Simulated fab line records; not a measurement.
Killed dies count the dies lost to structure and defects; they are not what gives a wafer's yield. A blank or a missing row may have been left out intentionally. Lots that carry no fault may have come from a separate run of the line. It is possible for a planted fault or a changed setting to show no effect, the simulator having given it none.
Matching of chambers | flow berkeley-cmos170 | 4 sister chambers for UCB170_V1_CMP_02 on cmp-01
The step polishes SiO2. 4 wafers are shown with their chamber, then 8 later ones without.

## WAFERS PAIRED WITH THEIR CHAMBERS
wafer  | chamber | motor-current-A (A)
L078.2 | 2       | 15.2
L084.3 | 0       | 17.9
L084.6 | 1       | 14.4
L087.2 | 3       | 15.7

## WAFERS WHOSE CHAMBER IS MISSING
wafer  | motor-current-A (A)
L087.3 | 15.5
L087.5 | 17.0
L096.1 | 18.5
L096.3 | 15.2
L096.5 | 15.1
L097.1 | 14.6
L097.2 | 17.7
L097.6 | 17.5

## EACH ONE'S CHAMBER
wafer  | from the rows above          | in truth
L087.3 | can't be placed: 3 or 2      | 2
L087.5 | can't be placed: 0 or 3      | 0
L096.1 | 0                            | 0
L096.3 | can't be placed: 2 or 3 or 1 | 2
L096.5 | can't be placed: 2 or 3 or 1 | 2
L097.1 | can't be placed: 1 or 2      | 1
L097.2 | 0                            | 0
L097.6 | 0                            | 0
Correctly placed: 3 of 8. Not placeable from these rows: 5 (in 5, the candidates include the true chamber). Number placed wrongly: 0.
How it was worked out, from the rows above alone: a wafer's distance from a chamber is the root of the sum, over the readings, of the square of ((its reading less the chamber's mean) divided by the reading's scatter). If the next closest chamber is less than 2 further off than the closest, the wafer can't be placed; otherwise it belongs to the closest. A chamber's mean is the mean of its shown wafers. The scatter: root of mean squared gap, hidden wafer to nearest shown wafer, with one shown wafer a chamber.
